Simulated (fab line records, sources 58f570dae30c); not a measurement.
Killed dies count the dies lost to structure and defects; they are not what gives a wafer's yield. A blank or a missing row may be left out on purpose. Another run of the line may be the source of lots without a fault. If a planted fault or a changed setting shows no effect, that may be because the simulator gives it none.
fab line records	flow berkeley_cmos170
record lots=6	wafers=18	last_day=12
route steps=331 shown GATE@138 PLDD@145
lots that met no fault: from a run of the same line without faults
start_h: the number of hours between the record's first day and the start of the first shown wafer of the lot	wait_h: hours since the lot's step before	" unchanged from the row above	L1.1+2: a row that stands for several wafers	- no value, or no start given	* or withheld: withheld	< > ~ a bound
route shown NAME@n: a module of which the file shows steps, and the number in the route of the first	usual: mean/standard deviation taken from wafers without a fault	same: alike in all rows	chamber/n: place in a boat	sites: per-site readings	_std_site: how widely they spread, as a standard deviation	_edge_site: inner sites' mean taken away from outer sites' mean	radius_mm: for every site, how far away it sits from the centre of the wafer	mask NAME#n: copy n	behind: the last tool/chamber to shape the wafer	hold: cause of the lot's hold/its duration in hours/its outcome	device: names the non-switching transistor (n, p or np)	end of line: tests run on the same wafers once the route is complete	for a step that has no rows: nothing shown but its recipe	killed: not the wafer's yield, but the dies lost to structure and defects at the first sort	map: the dies of a wafer, with x for killed, . for not killed, _ for no die there
set.NAME: the setting that was run; set.NAME@STEP: the one run at that earlier step	model.NAME: the simulator's own value behind a step, which no gauge read
a table for each step, a row for each wafer; lots at some steps of the route
services: when a tool's chamber went out of use (start_h, in hours from the record's first day, below 0 if earlier), for how many hours, and the reason
## steps
# step UCB170_GATE_CD_MEAS_12
# recipe target_cd_nm=350
# usual cd_nm=349.8/1.3
lot.wafer	tool	chamber	start_h	wait_h	cd_nm
L430.1	cd_sem-01	-	142.54	-	350.8
L430.3	"	-	"	"	350.7
L430.6	"	-	"	"	350.4
L433.1	cd_sem-01	-	154.38	-	349.7
L433.4	"	-	"	"	350.4
L433.6	"	-	"	"	350.3
L438.2	cd_sem-01	-	180.89	-	351.3
L438.4	"	-	"	"	351.5
L438.6	"	-	"	"	351.6
L440.1	cd_sem-01	-	193.20	-	352.2
L440.2	"	-	"	"	351.4
L440.6	"	-	"	"	350.1
L441.4	cd_sem-01	-	198.03	-	350.4
L441.5	"	-	"	"	349.9
L441.6	"	-	"	"	351.3
L449.2	cd_sem-02	-	237.07	-	350.6
L449.4	"	-	"	"	349.8
L449.6	"	-	"	"	350.0
# step UCB170_GATE_OVL_MEAS_13
# usual GATE_OVL=3/5.9
lot.wafer	tool	chamber	start_h	wait_h	GATE_OVL[nm]
L430.1	overlay-01	-	142.66	0.1	10
L430.3	"	-	"	"	1
L430.6	"	-	"	"	5
L433.1	overlay-01	-	154.50	0.1	0
L433.4	"	-	"	"	-3
L433.6	"	-	"	"	3
L438.2	overlay-02	-	181.00	0.1	-6
L438.4	"	-	"	"	-6
L438.6	"	-	"	"	-2
L440.1	overlay-02	-	193.32	0.1	-5
L440.2	"	-	"	"	-4
L440.6	"	-	"	"	-7
L441.4	overlay-01	-	198.11	0.1	5
L441.5	"	-	"	"	10
L441.6	"	-	"	"	14
L449.2	overlay-02	-	237.17	0.1	-1
L449.4	"	-	"	"	-6
L449.6	"	-	"	"	3
# step UCB170_GATE_ETCH_14
# recipe chemistry=N2/H2	target_depth_a=withheld	overetch_a=withheld	target=BARC	time_s=withheld	source_w=500	bias_w=100	pressure_mtorr=30	n2_flow_sccm=100	h2_flow_sccm=200
# usual drypump_motor_current_A=5.5/0.44	oes_product_au=0.995/0.018	throttle_valve_pct=13.33/0.16
lot.wafer	tool	chamber	start_h	wait_h	drypump_motor_current_A	oes_product_au	throttle_valve_pct
L430.1	rie_diel-04	2	142.70	0.0	6.6	0.993	13.45
L430.3	"	1	"	"	5.3	0.975	13.38
L430.6	"	3	"	"	5.2	1.007	13.40
L433.1	rie_diel-03	1	154.53	0.0	6.2	1.008	13.38
L433.4	"	3	"	"	5.1	1.023	13.29
L433.6	"	2	"	"	5.5	0.987	13.56
L438.2	rie_diel-03	0	181.03	0.0	5.5	1.001	13.13
L438.4	"	3	"	"	5.1	1.034	13.30
L438.6	"	1	"	"	6.2	1.011	13.39
L440.1	rie_diel-01	0	193.36	0.0	5.9	0.999	13.05
L440.2	"	3	"	"	5.4	0.985	13.29
L440.6	"	1	"	"	5.3	0.986	12.97
L441.4	rie_diel-04	0	198.13	0.0	5.2	0.983	13.42
L441.5	"	0	"	"	5.2	0.969	13.42
L441.6	"	3	"	"	5.2	0.995	13.42
L449.2	rie_diel-01	3	237.20	0.0	5.4	0.988	13.30
L449.4	"	3	"	"	5.3	0.986	13.27
L449.6	"	1	"	"	5.3	0.975	12.96
# step UCB170_GATE_ETCH_15
# recipe chemistry=HBr/Cl2	target=poly-Si	stop_on=SiO2	over_etch_frac=0.3	icp_w=300	bias_w=150	time_s=56.3	pressure_mtorr=15	HBr_flow_sccm=150	Cl2_flow_sccm=50	target_depth_a=2782
# usual drypump_motor_current_A=5.7/0.36	oes_product_au=0.831/0.017	throttle_valve_pct=26.54/0.26
# same over_etch_frac=0.3
lot.wafer	tool	chamber	start_h	wait_h	drypump_motor_current_A	oes_product_au	rf_hours_counter_h	throttle_valve_pct
L430.1	rie_si-02	0	142.74	-	6.1	0.817	127	26.55
L430.3	"	1	"	"	5.9	0.811	99	26.19
L430.6	"	1	"	"	6.0	0.802	-	26.19
L433.1	rie_si-02	2	154.58	-	5.6	0.850	41	26.06
L433.4	"	3	"	"	5.8	0.812	-	26.63
L433.6	"	2	"	"	5.6	0.845	-	26.07
L438.2	rie_si-01	0	181.07	-	6.1	0.861	1	26.80
L438.4	"	2	"	"	5.9	0.841	41	26.82
L438.6	"	3	"	"	5.3	0.830	-	26.44
L440.1	rie_si-02	1	193.40	-	6.0	0.793	99	26.19
L440.2	"	2	"	"	5.6	0.838	41	26.09
L440.6	"	3	"	"	5.8	0.819	-	26.63
L441.4	rie_si-01	0	198.17	-	6.1	0.845	1	26.80
L441.5	"	1	"	"	5.0	0.818	-	26.73
L441.6	"	0	"	"	6.1	0.848	-	26.79
L449.2	rie_si-02	0	237.24	-	6.1	0.840	0	26.54
L449.4	"	2	"	"	5.6	0.858	41	26.07
L449.6	"	1	"	"	5.9	0.806	-	26.19
# step UCB170_GATE_STRIP_16
# recipe chemistry=O2	power_w=400	pressure_mtorr=3500	platen_temp_c=withheld	o2_flow_sccm=400	overash_fraction=0.5
# usual drypump_motor_current_A=5.8/0.41	oes_product_au=0.724/0.0045
lot.wafer	tool	chamber	start_h	wait_h	drypump_motor_current_A	oes_product_au	rf_hours_counter_h
L430.1	plasma_asher-02	1	142.79	0.0	5.9	0.721	45
L430.3	"	0	"	"	5.7	0.715	-
L430.6	"	0	"	"	5.7	0.729	-
L433.1	plasma_asher-03	0	154.62	0.0	5.7	0.736	42
L433.4	"	1	"	"	6.0	0.729	-
L433.6	"	0	"	"	5.7	0.727	-
L438.2	plasma_asher-03	0	181.12	0.0	5.7	0.722	45
L438.4	"	0	"	"	5.7	0.715	-
L438.6	"	1	"	"	6.0	0.727	-
L440.1	plasma_asher-01	0	193.45	0.0	5.1	0.731	8
L440.2	"	1	"	"	6.2	0.724	8
L440.6	"	1	"	"	6.2	0.728	-
L441.4	plasma_asher-01	1	198.25	0.1	6.3	0.720	-
L441.5	"	1	"	"	6.3	0.721	-
L441.6	"	0	"	"	5.1	0.729	-
L449.2	plasma_asher-03	0	237.29	0.0	5.7	0.721	48
L449.4	"	0	"	"	5.7	0.729	-
L449.6	"	1	"	"	5.9	0.721	-
# step UCB170_GATE_CD_MEAS_90
# recipe target_cd_nm=350
# usual cd_nm=349.8/1.4
lot.wafer	tool	chamber	start_h	wait_h	cd_nm
L430.1	cd_sem-01	-	142.89	0.1	352.6
L430.3	"	-	"	"	351.3
L430.6	"	-	"	"	350.5
L433.1	cd_sem-01	-	154.98	0.3	350.0
L433.4	"	-	"	"	351.2
L433.6	"	-	"	"	350.7
L438.2	cd_sem-02	-	181.24	0.1	351.3
L438.4	"	-	"	"	351.7
L438.6	"	-	"	"	351.6
L440.1	cd_sem-02	-	193.55	0.1	351.8
L440.2	"	-	"	"	350.5
L440.6	"	-	"	"	350.1
L441.4	cd_sem-02	-	198.38	0.1	351.6
L441.5	"	-	"	"	350.8
L441.6	"	-	"	"	351.5
L449.2	cd_sem-01	-	237.41	0.1	350.5
L449.4	"	-	"	"	350.6
L449.6	"	-	"	"	350.4
# step UCB170_GATE_CLEAN_17
# recipe chemistry=SPM	temp_c=120	time_s=600
# step UCB170_PLDD_HMDS_00
# recipe prime_time_s=60	prime_temp_c=100
# step UCB170_PLDD_COAT_01
# recipe resist=KrF	spin_rpm=1500	resist_thk_nm=900
# step UCB170_PLDD_SOFTBAKE_02
# recipe resist=KrF	temp_c=130	time_s=60
# step UCB170_PLDD_EXPOSE_03
# recipe mask_id=PSELECT	na=0.5	sigma_outer=0.6	source_shape=conventional	target_cd_nm=1200	dose_mj=30
# step UCB170_PLDD_PEB_04
# recipe peb_temp_c=130	peb_time_s=withheld	resist=KrF
# step UCB170_PLDD_DEVELOP_05
# recipe developer=TMAH	develop_time_s=45	resist=KrF	dev_temp_c=21
# usual resist_line_temp_C=22.97/0.13
lot.wafer	tool	chamber	start_h	wait_h	resist_line_temp_C
L430.1	litho_track-02	0	144	-	22.96
L430.3	"	0	"	"	22.95
L430.6	"	0	"	"	23.00
L433.1	litho_track-02	0	156	-	22.72
L433.4	"	0	"	"	23.05
L433.6	"	0	"	"	23.03
L438.2	litho_track-04	0	182	-	22.93
L438.4	"	0	"	"	23.05
L438.6	"	0	"	"	23.04
L440.1	litho_track-04	0	196	-	22.99
L440.2	"	0	"	"	23.20
L440.6	"	0	"	"	22.94
L441.4	litho_track-04	0	199	-	22.78
L441.5	"	0	"	"	22.99
L441.6	"	0	"	"	23.01
L449.2	litho_track-02	0	239	-	23.08
L449.4	"	0	"	"	23.32
L449.6	"	0	"	"	22.98
# step UCB170_PLDD_OVL_MEAS_07
# usual PLDD_OVL=0/5.5
lot.wafer	tool	chamber	start_h	wait_h	PLDD_OVL[nm]
L430.1	overlay-01	-	144.87	0.1	3
L430.3	"	-	"	"	9
L430.6	"	-	"	"	3
L433.1	overlay-02	-	156.96	0.1	2
L433.4	"	-	"	"	0
L433.6	"	-	"	"	1
L438.2	overlay-02	-	182.61	0.1	1
L438.4	"	-	"	"	-3
L438.6	"	-	"	"	-2
L440.1	overlay-02	-	196.40	0.1	-10
L440.2	"	-	"	"	-7
L440.6	"	-	"	"	-4
L441.4	overlay-02	-	199.59	0.1	-7
L441.5	"	-	"	"	-7
L441.6	"	-	"	"	-10
L449.2	overlay-02	-	239.24	0.1	-2
L449.4	"	-	"	"	-9
L449.6	"	-	"	"	0
# step UCB170_PLDD_IMPLANT_08
# recipe species=BF2	dose_cm2=5e+13	energy_kev=10	tilt_deg=7	rotation_deg=0
# step UCB170_PLDD_IMPLANT_09
# recipe species=BF2	dose_cm2=5e+13	energy_kev=10	tilt_deg=7	rotation_deg=180
# step UCB170_PLDD_STRIP_10
# recipe chemistry=O2	power_w=400	pressure_mtorr=3500	platen_temp_c=withheld	o2_flow_sccm=400	overash_fraction=0.5
# usual drypump_motor_current_A=5.67/0.27	oes_product_au=0.735/0.0045	strip_time_to_endpoint_s=21.62/0.08
lot.wafer	tool	chamber	start_h	wait_h	drypump_motor_current_A	oes_product_au	rf_hours_counter_h	strip_time_to_endpoint_s
L430.1	plasma_asher-03	1	145.20	0.1	5.95	0.734	41	21.75
L430.3	"	0	"	"	5.71	0.735	-	21.79
L430.6	"	0	"	"	5.74	0.732	-	21.88
L433.1	plasma_asher-03	1	157.29	0.1	5.96	0.736	42	21.50
L433.4	"	0	"	"	5.73	0.737	-	21.47
L433.6	"	0	"	"	5.72	0.740	-	21.49
L438.2	plasma_asher-03	1	183.00	0.1	5.98	0.733	45	21.67
L438.4	"	0	"	"	5.72	0.730	-	21.65
L438.6	"	1	"	"	5.97	0.737	-	21.64
L440.1	plasma_asher-02	1	196.73	0.1	5.94	0.739	51	21.47
L440.2	"	0	"	"	5.64	0.732	51	21.51
L440.6	"	1	"	"	5.94	0.740	-	21.45
L441.4	plasma_asher-02	0	199.95	0.1	5.67	0.726	-	21.66
L441.5	"	1	"	"	5.96	0.734	-	21.62
L441.6	"	0	"	"	5.65	0.737	-	21.60
L449.2	plasma_asher-04	0	239.57	0.1	5.44	0.724	48	21.66
L449.4	"	1	"	"	5.18	0.742	-	21.64
L449.6	"	0	"	"	5.44	0.737	-	21.62
# step UCB170_PLDD_TW_MEAS_11
# usual PLDD_TW=1007/6.5
lot.wafer	tool	chamber	start_h	wait_h	PLDD_TW
L430.1	film_metro-02	-	145.30	0.1	30
L430.3	"	-	"	"	30
L430.6	"	-	"	"	30
L433.1	film_metro-03	-	157.39	0.1	30
L433.4	"	-	"	"	30
L433.6	"	-	"	"	30
L438.2	film_metro-01	-	183.11	0.1	1010
L438.4	"	-	"	"	1014
L438.6	"	-	"	"	1017
L440.1	film_metro-01	-	196.83	0.1	1020
L440.2	"	-	"	"	1015
L440.6	"	-	"	"	1013
L441.4	film_metro-01	-	200.04	0.1	1014
L441.5	"	-	"	"	1008
L441.6	"	-	"	"	1016
L449.2	film_metro-02	-	239.68	0.1	998
L449.4	"	-	"	"	997
L449.6	"	-	"	"	995
# step UCB170_PLDD_CLEAN_12
# recipe chemistry=SPM	temp_c=120	time_s=600
## services
tool	chamber	start_h	hours	kind
rie_diel-04	2	119.52	2.9	repair
plasma_asher-01	-	129.42	0.8	repair
plasma_asher-04	-	137.57	0.8	repair
rie_diel-03	-	138.94	2.6	repair
rie_diel-04	3	143.31	-	clean
rie_diel-04	3	143.31	18.6	scheduled_down
rie_diel-04	3	143.31	18.6	vent_cycle
rie_si-02	0	145.56	-	clean
rie_si-02	0	145.56	17.6	scheduled_down
rie_si-02	0	145.56	17.6	vent_cycle
rie_si-01	3	153.77	-	clean
rie_si-01	3	153.77	11.8	scheduled_down
rie_si-01	3	153.77	11.8	vent_cycle
rie_diel-03	1	176.01	3.8	repair
rie_si-01	-	182.25	14.6	pm
rie_diel-03	1	188.50	4.7	repair
plasma_asher-03	-	189.73	14.6	pm
rie_diel-01	-	201.42	14.6	pm
rie_diel-04	3	217.79	7.2	repair
plasma_asher-03	-	226.06	8.7	repair
rie_diel-01	2	227.31	22.2	repair
rie_diel-03	1	229.08	-	clean
rie_diel-03	1	229.08	19.9	scheduled_down
rie_diel-03	1	229.08	19.9	vent_cycle
## key
first_sign step=UCB170_PLDD_TW_MEAS_11	reading=PLDD_TW	direction=down	sigmas=99+	usual=1007	struck=30
effect none on later readings
met_at UCB170_PLDD_DEVELOP_05
struck_wafers L430.1,L430.3,L430.6,L433.1,L433.4,L433.6
sort_left_out L430.1,L430.3,L430.6,L433.1,L433.4,L433.6
tester_left_out L430,L433
fault kind=process_parameter_drift	tool=litho_track-02	chamber=-	onset_h=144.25	steps=UCB170_PLDD_DEVELOP_05	channel=develop_time_s	offset=*	shape=step	end_h=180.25	acts_in=*	stated=*
# tester_left_out: of these lots the tester's yield and bins aren't shown, on N5 and GAA mostly nor the transistor test; their killed dies are dies lost to structure and defects alone, not to doping, threshold or leakage, so they don't give the yield
# sort_left_out: the simulated sort isn't trusted on such a fault, so these wafers' sort isn't shown, and their yield isn't known
